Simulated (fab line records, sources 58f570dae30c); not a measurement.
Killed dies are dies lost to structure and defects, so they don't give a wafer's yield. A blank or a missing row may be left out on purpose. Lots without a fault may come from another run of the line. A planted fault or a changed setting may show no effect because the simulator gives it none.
fab line records | flow berkeley_cmos170
record lots=14 wafers=42 last_day=13
route steps=331 shown CONTACT@224 M1@238 V1@256
lots that met no fault: from a run of the same line without faults
start_h: hours from the record's first day to the start of the lot's first wafer shown | wait_h: hours since the lot's step before | " the same as in the row above | L1.1+2: a row that stands for several wafers | - no value, or no start given | * or withheld: withheld | < > ~ a bound
route shown NAME@n: a module of which the file shows steps, and the number in the route of the first | usual: mean/standard deviation of fault-free wafers | same: alike in all rows | chamber/n: place in a boat | sites: the reading at each site | _std_site: their standard deviation | _edge_site: outer sites' mean less inner sites' | radius_mm: how far each site lies from the wafer's centre | mask NAME#n: copy n | behind: the tool/chamber that last shaped the wafer | hold: why the lot was held/for how many hours/how that ended | device: the transistor (n, p or np) that didn't switch | end of line: the same wafers' tests at the end of the route | a step without rows: its recipe alone | killed: dies lost to structure and defects at the first sort, not the wafer's yield | map: a wafer's dies, x killed, . not, _ none there
set.NAME: the setting as run; set.NAME@STEP: as run at that earlier step | model.NAME: the simulator's own value behind a step, which no gauge read
steps of the route over a sample of lots; a table a step, a row a wafer
services: from which hour (start_h, from the record's first day; less than 0 if before it) a tool's chamber was out of use, for how many hours, and why
## steps
# step UCB170_CONTACT_RTA_08
# recipe temp_c=900 time_s=10 ambient=N2
# usual lamp_power_pct=22.6/1.4 wafer_temp_C_max=903.6/0.87
# columns lot.wafer tool chamber start_h wait_h lamp_power_pct wafer_temp_C_max
L519.1 rtp_anneal-01 0 169.94 0.0 22.0 902.5
L519.2 " 0 " " 22.0 903.1
L519.5 " 0 " " 22.0 904.6
L518.3 rtp_anneal-01 0 170.02 0.1 22.0 903.3
L518.5 " 0 " " 22.0 904.3
L518.6 " 0 " " 22.0 905.2
L520.1 rtp_anneal-01 0 182.37 0.0 22.0 903.1
L520.4 " 0 " " 22.0 904.2
L520.6 " 0 " " 22.0 904.0
L521.3 rtp_anneal-01 0 184.21 0.0 22.0 903.8
L521.4 " 0 " " 22.0 902.3
L521.5 " 0 " " 22.0 903.7
L523.1 rtp_anneal-01 0 193.22 0.0 22.0 904.3
L523.2 " 0 " " 22.0 903.2
L523.4 " 0 " " 22.0 903.3
L522.1 rtp_anneal-01 0 193.29 0.1 22.0 903.4
L522.3 " 0 " " 22.0 905.5
L522.5 " 0 " " 22.0 903.4
L524.1 rtp_anneal-01 0 193.40 0.0 22.0 903.3
L524.4 " 0 " " 22.0 903.6
L524.5 " 0 " " 22.0 903.4
L527.1 rtp_anneal-01 0 215.62 0.0 22.0 903.0
L527.3 " 0 " " 22.0 904.5
L527.4 " 0 " " 21.9 902.1
L525.1 rtp_anneal-01 0 217.16 0.0 22.0 902.6
L525.5 " 0 " " 22.0 902.8
L525.6 " 0 " " 22.0 903.7
L529.2 rtp_anneal-01 0 223.96 0.0 22.0 904.5
L529.3 " 0 " " 22.0 903.4
L529.6 " 0 " " 22.0 903.9
L528.4 rtp_anneal-01 0 226.01 0.0 22.0 903.1
L528.5 " 0 " " 22.0 903.7
L528.6 " 0 " " 21.9 902.4
L531.1 rtp_anneal-01 0 240.82 0.0 22.0 905.0
L531.2 " 0 " " 22.0 902.6
L531.6 " 0 " " 22.0 903.7
L533.2 rtp_anneal-01 0 250.55 0.0 22.0 903.1
L533.4 " 0 " " 22.0 902.2
L533.5 " 0 " " 22.0 904.7
L540.1 rtp_anneal-01 0 284.48 0.0 22.0 903.4
L540.3 " 0 " " 22.0 904.5
L540.4 " 0 " " 22.0 902.9
# step UCB170_M1_SPUTTER_00
# recipe material=Al target_thk_nm=600 time_s=80 power_w=6000 chamber_pressure_pa=0.5
# usual throttle_valve_pct=30.2/1.3
# columns lot.wafer tool chamber start_h wait_h throttle_valve_pct
L519.1 pvd_sputter-03 - 171.70 0.0 27.7
L519.2 " - " " 32.3
L519.5 " - " " 28.5
L518.3 pvd_sputter-04 - 171.95 0.0 30.0
L518.5 " - " " 29.8
L518.6 " - " " 31.1
L520.1 pvd_sputter-03 - 184.36 0.0 30.8
L520.4 " - " " 32.1
L520.6 " - " " 31.0
L521.3 pvd_sputter-02 - 186.13 0.0 31.4
L521.4 " - " " 30.2
L521.5 " - " " 30.5
L523.1 pvd_sputter-03 - 194.85 0.0 31.0
L523.2 " - " " 31.9
L523.4 " - " " 28.3
L522.1 pvd_sputter-02 - 195.09 0.0 31.2
L522.3 " - " " 29.3
L522.5 " - " " 31.2
L524.1 pvd_sputter-04 - 195.39 0.0 31.0
L524.4 " - " " 30.1
L524.5 " - " " 29.9
L527.1 pvd_sputter-02 - 217.38 0.0 29.5
L527.3 " - " " 30.9
L527.4 " - " " 30.5
L525.1 pvd_sputter-03 - 219.26 0.0 30.9
L525.5 " - " " 32.0
L525.6 " - " " 28.1
L529.2 pvd_sputter-03 - 226.33 0.0 28.3
L529.3 " - " " 27.7
L529.6 " - " " 30.8
L528.4 pvd_sputter-04 - 227.79 0.0 30.6
L528.5 " - " " 31.1
L528.6 " - " " 30.4
L531.1 pvd_sputter-02 - 242.90 0.0 31.6
L531.2 " - " " 30.6
L531.6 " - " " 31.0
L533.2 pvd_sputter-03 - 252.30 0.0 27.7
L533.4 " - " " 28.4
L533.5 " - " " 27.9
L540.1 pvd_sputter-02 - 287.38 0.0 29.7
L540.3 " - " " 31.0
L540.4 " - " " 31.0
# step UCB170_M1_OVL_MEAS_10
# usual M1_OVL=3/6.7
# columns lot.wafer tool chamber start_h wait_h M1_OVL[nm]
L519.1 overlay-01 - 173.13 0.1 1
L519.2 " - " " 7
L519.5 " - " " -9
L518.3 overlay-02 - 173.28 0.1 10
L518.5 " - " " 13
L518.6 " - " " 11
L520.1 overlay-01 - 186.27 0.1 -20
L520.4 " - " " -6
L520.6 " - " " -6
L521.3 overlay-02 - 187.73 0.1 3
L521.4 " - " " -11
L521.5 " - " " -4
L523.1 overlay-01 - 196.05 0.1 1
L523.2 " - " " 1
L523.4 " - " " -11
L522.1 overlay-02 - 196.42 0.1 9
L522.3 " - " " 3
L522.5 " - " " 3
L524.1 overlay-01 - 196.93 0.1 -4
L524.4 " - " " -4
L524.5 " - " " 2
L527.1 overlay-02 - 219.25 0.1 22
L527.3 " - " " 13
L527.4 " - " " 14
L525.1 overlay-02 - 220.67 0.1 -5
L525.5 " - " " -2
L525.6 " - " " 7
L529.2 overlay-02 - 227.87 0.1 7
L529.3 " - " " 13
L529.6 " - " " 11
L528.4 overlay-01 - 229.08 0.1 13
L528.5 " - " " 12
L528.6 " - " " 7
L531.1 overlay-01 - 244.42 0.1 7
L531.2 " - " " 16
L531.6 " - " " 11
L533.2 overlay-02 - 254.00 0.1 -5
L533.4 " - " " 11
L533.5 " - " " -3
L540.1 overlay-01 - 289.11 0.1 3
L540.3 " - " " 4
L540.4 " - " " 6
# step UCB170_V1_CMP_02
# recipe material=SiO2 down_force_psi=6 platen_rpm=60 pad_velocity_m_s=0.75398
# usual motor_current_A=16.8/1.3 platen_rpm=59.99/0.039
# columns lot.wafer tool chamber start_h wait_h motor_current_A platen_rpm
L519.1 cmp-02 0 175.72 0.1 17.3 59.98
L519.2 " 1 " " 15.3 60.01
L519.5 " 0 " " 19.2 60.01
L518.3 cmp-01 2 175.82 0.1 16.3 60.01
L518.6 " 0 " " 15.6 59.94
L518.5 " 1 " " 15.7 60.02
L520.1 cmp-01 1 188.35 0.1 15.9 60.01
L520.4 " 2 " " 16.1 59.95
L520.6 " 3 " " 16.0 59.96
L521.3 cmp-02 0 189.83 0.1 18.9 59.94
L521.4 " 2 " " 19.0 59.99
L521.5 " 0 " " 18.3 59.94
L523.2 cmp-01 3 198.11 0.0 16.1 60.01
L523.4 " 1 " " 15.0 60.00
L523.1 " 2 " " 16.2 59.98
L524.4 cmp-01 1 199.36 0.0 15.3 60.05
L524.1 " 0 " " 15.0 59.93
L524.5 " 2 " " 16.6 60.01
L522.3 cmp-02 3 199.46 0.1 16.5 60.02
L522.1 " 0 " " 18.6 59.97
L522.5 " 2 " " 17.5 59.99
L527.3 cmp-01 2 222.30 0.1 16.8 60.05
L527.4 " 3 " " 16.1 60.01
L527.1 " 0 " " 14.6 60.01
L525.1 cmp-02 0 223.73 0.2 18.3 60.03
L525.5 " 1 " " 15.8 60.01
L525.6 " 2 " " 19.2 60.05
L529.3 cmp-02 0 229.90 0.1 18.7 60.02
L529.2 " 1 " " 15.4 60.07
L529.6 " 3 " " 17.3 60.03
L528.4 cmp-01 2 231.28 0.1 16.6 59.94
L528.6 " 0 " " 14.9 60.00
L528.5 " 1 " " 15.0 60.00
L531.2 cmp-02 0 246.40 0.0 17.7 66.00
L531.1 " 1 " " 16.2 65.95
L531.6 " 1 " " 15.7 66.03
L533.2 cmp-02 3 255.97 0.0 17.9 66.01
L533.4 " 2 " " 19.0 65.93
L533.5 " 3 " " 17.4 66.03
L540.1 cmp-01 3 291.92 0.1 15.4 60.02
L540.4 " 0 " " 15.1 59.98
L540.3 " 1 " " 15.7 60.02
## services
# columns tool chamber start_h hours kind
cmp-02 - 166.19 0.6 repair
pvd_sputter-03 - 177.99 3.9 repair
cmp-02 - 201.65 12.8 repair
pvd_sputter-02 - 229.91 1.8 repair
cmp-01 - 232.00 4.0 pm
cmp-02 - 233.21 0.3 repair
cmp-01 - 236.00 - consumable_replace:conditioner
cmp-01 - 236.00 - consumable_replace:pad
cmp-01 - 236.40 2.2 repair
pvd_sputter-04 - 287.40 0.9 repair
cmp-02 - 289.55 0.9 repair
## key
first_sign step=UCB170_V1_CMP_02 reading=platen_rpm direction=up sigmas=99+ usual=59.99 struck=65.99
effect none on later readings
met_at UCB170_V1_CMP_02
struck_lots L531,L533
sort_left_out L533.2,L533.4,L533.5
not_acting_at UCB170_CONTACT_RTA_08,UCB170_M1_SPUTTER_00,UCB170_M1_OVL_MEAS_10
onset_between 229.90 246.40
fault kind=process_parameter_drift tool=cmp-02 chamber=- onset_h=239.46 steps=UCB170_V1_CMP_02 channel=platen_rpm offset=6 shape=step end_h=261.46 acts_in=these_recipes_only stated=60
# sort_left_out: the simulated sort isn't trusted on such a fault, so these wafers' sort isn't shown, and their yield isn't known
